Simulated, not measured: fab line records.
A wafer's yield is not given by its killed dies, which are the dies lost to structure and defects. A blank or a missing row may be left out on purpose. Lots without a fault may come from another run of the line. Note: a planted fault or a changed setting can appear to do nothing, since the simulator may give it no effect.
fab line records | flow berkeley-cmos170
record: lots: 6 wafers: 18 last-day: 13
route steps=331 shown NWELL@15
lots untouched by any fault: they come from a run of this same line in which no faults occurred
start-h: the number of hours between the record's first day and the start of the first shown wafer of the lot | wait-h: hours elapsed since this lot's preceding step | " unchanged from the row above | L1.1+2: a row that stands for several wafers | - no value, or no start given | * or withheld: withheld | < > ~ a bound
route shown NAME@n: NAME is a module with steps in the file, n the number in the route of the first one | usual: mean/standard deviation of fault-free wafers | same: alike in all rows | chamber/n: place in a boat | sites: per-site readings | _std_site: their standard deviation | _edge_site: outer sites' mean less inner sites' | radius-mm: for every site, how far away it sits from the centre of the wafer | mask NAME#n: copy n | behind: the last tool/chamber to shape the wafer | hold: reason for holding the lot/hours on hold/outcome of the hold | device: the transistor (n, p or np) that didn't switch | end of line: the tests these same wafers got at the end of their route | step lacking rows: just its recipe | killed: at the first sort, the dies lost to defects and structure; wafer yield is something else | map: a wafer's dies, x killed, . not, _ none there
set.NAME: the setting that was run; set.NAME@STEP: the one run at that earlier step | model.NAME: the simulator's own value behind a step, which no gauge read
lots seen at some steps along the route; tables by step, rows by wafer
services: when a tool's chamber went out of use (start-h, in hours from the record's first day, below 0 if earlier), for how many hours, and the reason
== steps ==
step: UCB170_NWELL_OXIDATION_01
recipe: temp-c: 1000 ambient: O2 target-thk-a: 264 ox-time-s: 1260
step: UCB170_NWELL_THK_MEAS_02
recipe: reads: SiO2_of_NWELL_OXIDATION_01
usual: NWELL_OXIDE_THK: 26.3/0.46
columns lot.wafer tool chamber start-h wait-h NWELL_OXIDE_THK[nm]
L588.2 film-metro-04 - 35.35 0.0 25.7
L588.3 " - " " 26.0
L588.6 " - " " 25.9
L594.1 film-metro-04 - 61.89 0.0 25.3
L594.4 " - " " 25.3
L594.6 " - " " 25.3
L600.3 film-metro-04 - 88.75 0.0 26.4
L600.4 " - " " 26.6
L600.6 " - " " 26.0
L605.1 film-metro-04 - 118.11 0.0 26.3
L605.3 " - " " 26.1
L605.5 " - " " 25.9
L608.4 film-metro-03 - 129.29 0.0 25.6
L608.5 " - " " 26.3
L608.6 " - " " 26.3
L610.1 film-metro-01 - 141.71 0.0 26.1
L610.3 " - " " 26.5
L610.5 " - " " 26.3
step: UCB170_NWELL_ANNEAL_03
recipe: temp-c: 1000 time-s: 900 ambient: N2
step: UCB170_NWELL_CVD_04
recipe: material: Si3N4 target-thk-nm: 224 temp-c: 800 precursor: SiH2Cl2/NH3 time-s: 3360 pressure-mtorr: 200 sih2cl2-flow-sccm: 25 nh3-flow-sccm: 75
step: UCB170_NWELL_THK_MEAS_05
recipe: reads: Si3N4_of_NWELL_CVD_04
usual: NWELL_NITRIDE_THK: 223.2/2
columns lot.wafer tool chamber start-h wait-h NWELL_NITRIDE_THK[nm]
L588.2 film-metro-03 - 44.64 0.0 220.8
L588.3 " - " " 221.7
L588.6 " - " " 221.4
L594.1 film-metro-03 - 72.39 0.0 221.6
L594.4 " - " " 219.6
L594.6 " - " " 221.4
L600.3 film-metro-03 - 96.37 0.0 222.2
L600.4 " - " " 225.4
L600.6 " - " " 223.5
L605.1 film-metro-04 - 123.75 0.0 221.9
L605.3 " - " " 223.3
L605.5 " - " " 221.0
L608.4 film-metro-01 - 137.66 0.0 223.7
L608.5 " - " " 223.7
L608.6 " - " " 224.5
L610.1 film-metro-04 - 149.11 0.0 224.3
L610.3 " - " " 222.1
L610.5 " - " " 222.1
step: UCB170_NWELL_HMDS_06
recipe: prime-time-s: 60 prime-temp-c: 100
step: UCB170_NWELL_COAT_07
recipe: resist: KrF spin-rpm: 1500 resist-thk-nm: 900
step: UCB170_NWELL_SOFTBAKE_08
recipe: resist: KrF temp-c: 130 time-s: 60
step: UCB170_NWELL_EXPOSE_09
recipe: mask-id: NWELL target-cd-nm: 3000 na: 0.5 sigma-outer: 0.6 source-shape: conventional dose-mj: 25
step: UCB170_NWELL_PEB_10
recipe: peb-temp-c: 130 peb-time-s: withheld resist: KrF
step: UCB170_NWELL_DEVELOP_11
recipe: developer: TMAH develop-time-s: 45 resist: KrF dev-temp-c: 21
step: UCB170_NWELL_OVL_MEAS_12
usual: NWELL_OVL: -4/4.9
columns lot.wafer tool chamber start-h wait-h NWELL_OVL[nm]
L588.2 overlay-01 - 47.61 - 1
L588.3 " - " " -10
L588.6 " - " " -4
L594.1 overlay-02 - 73.39 - 3
L594.4 " - " " 0
L594.6 " - " " -2
L600.3 overlay-02 - 97.70 - -7
L600.4 " - " " -3
L600.6 " - " " -8
L605.1 overlay-02 - 125.33 - -3
L605.3 " - " " 2
L605.5 " - " " -3
L608.4 overlay-01 - 139.07 - -7
L608.5 " - " " -9
L608.6 " - " " 0
L610.1 overlay-01 - 151.31 - 1
L610.3 " - " " 1
L610.5 " - " " -2
step: UCB170_NWELL_ETCH_13
recipe: chemistry: CH3F/Ar/O2 target: Si3N4 stop-on: SiO2 CH3F_flow_sccm: 20 Ar_flow_sccm: 50 O2_flow_sccm: 7 pressure-mtorr: 50 rf-w: 450 target-depth-a: 2464 over-etch-frac: 0.1 time-s: 154
usual: O2_flow_sccm: 6.997/0.022 drypump-motor-current-A: 5.6/0.35 oes-product-au: 0.940/0.015 run-length-s: 182.3/0.47 throttle-valve-pct: 8.06/0.11
columns lot.wafer tool chamber start-h wait-h O2_flow_sccm drypump-motor-current-A oes-product-au rf-hours-counter-h run-length-s throttle-valve-pct model.KrF_of_NWELL_COAT_07.thk-nm
L588.2 rie-diel-02 2 47.64 0.0 6.989 6.0 0.928 71 183.1 7.95 721.7
L588.3 " 0 " " 6.998 5.5 0.937 13 182.4 7.88 720.3
L588.6 " 0 " " 7.005 5.5 0.937 - 182.4 7.87 720.2
L594.1 rie-diel-01 2 73.42 0.0 6.974 5.2 1.021 10 171.9 8.16 731
L594.4 " 3 " " 7.032 6.0 0.988 149 172.0 8.13 728
L594.6 " 2 " " 6.971 5.2 1.021 - 171.6 8.15 730.1
L600.3 rie-diel-01 3 97.73 0.0 6.977 6.0 0.993 149 172.0 8.13 727.5
L600.4 " 0 " " 7.002 5.6 1.023 92 171.5 8.00 728
L600.6 " 3 " " 7.001 6.0 0.989 - 172.2 8.14 731.3
L605.1 rie-diel-03 1 125.36 0.0 6.991 5.7 0.948 5 182.0 8.05 716.3
L605.3 " 3 " " 7.014 5.9 0.933 7 181.5 8.05 711.6
L605.5 " 2 " " 7.003 5.5 0.925 - 181.8 8.21 712.5
L608.4 rie-diel-03 2 139.09 0.0 7.003 5.5 0.935 15 181.9 8.23 711.3
L608.5 " 2 " " 6.999 5.5 0.925 - 182.3 8.21 713.7
L608.6 " 3 " " 7.006 5.9 0.941 - 181.2 8.07 712
L610.1 rie-diel-01 1 151.35 0.0 7.011 5.0 0.922 4 182.6 7.84 720.2
L610.3 " 0 " " 6.989 5.6 0.952 95 182.3 8.00 718.4
L610.5 " 0 " " 6.971 5.6 0.955 - 181.9 7.99 720.6
step: UCB170_NWELL_IMPLANT_14
recipe: species: P dose-cm2: 1e+13 energy-kev: 150 tilt-deg: 7
== services ==
columns tool chamber start-h hours kind
rie-diel-02 2 30.85 1.3 repair
rie-diel-02 3 45.85 - clean
rie-diel-02 3 45.85 13.1 scheduled-down
rie-diel-02 3 45.85 13.1 vent-cycle
rie-diel-02 0 77.93 1.2 repair
rie-diel-02 1 105.40 1.8 repair
rie-diel-01 1 105.89 20.4 repair
rie-diel-02 0 114.34 15.7 repair
rie-diel-02 2 121.63 10.7 repair
rie-diel-01 - 123.73 1.0 repair
rie-diel-01 3 150.85 - clean
rie-diel-01 3 150.85 18.0 scheduled-down
rie-diel-01 3 150.85 18.0 vent-cycle
== key ==
first-sign: step: UCB170_NWELL_ETCH_13 reading: run-length-s direction: down sigmas: 22 usual: * struck: *
effect: step: UCB170_NWELL_ETCH_13 reading: oes-product-au direction: up sigmas: 4.4 usual: 0.940 struck: 1.006
model-effect: step: UCB170_NWELL_ETCH_13 value: KrF_of_NWELL_COAT_07.thk-nm without: 718 struck: 729.3
met-at UCB170_NWELL_ETCH_13
struck-wafers L594.1,L594.4,L594.6,L600.3,L600.4,L600.6
tester-left-out L594,L600
fault: kind: process-parameter-drift tool: rie-diel-01 chamber: - onset-h: 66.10 steps: UCB170_NWELL_ETCH_13 channel: time-s offset: * shape: step end-h: 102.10 acts-in: * stated: *
tester-left-out: of these lots the tester's yield and bins aren't shown, on N5 and GAA mostly nor the transistor test; their killed dies are dies lost to structure and defects alone, not to doping, threshold or leakage, so they don't give the yield
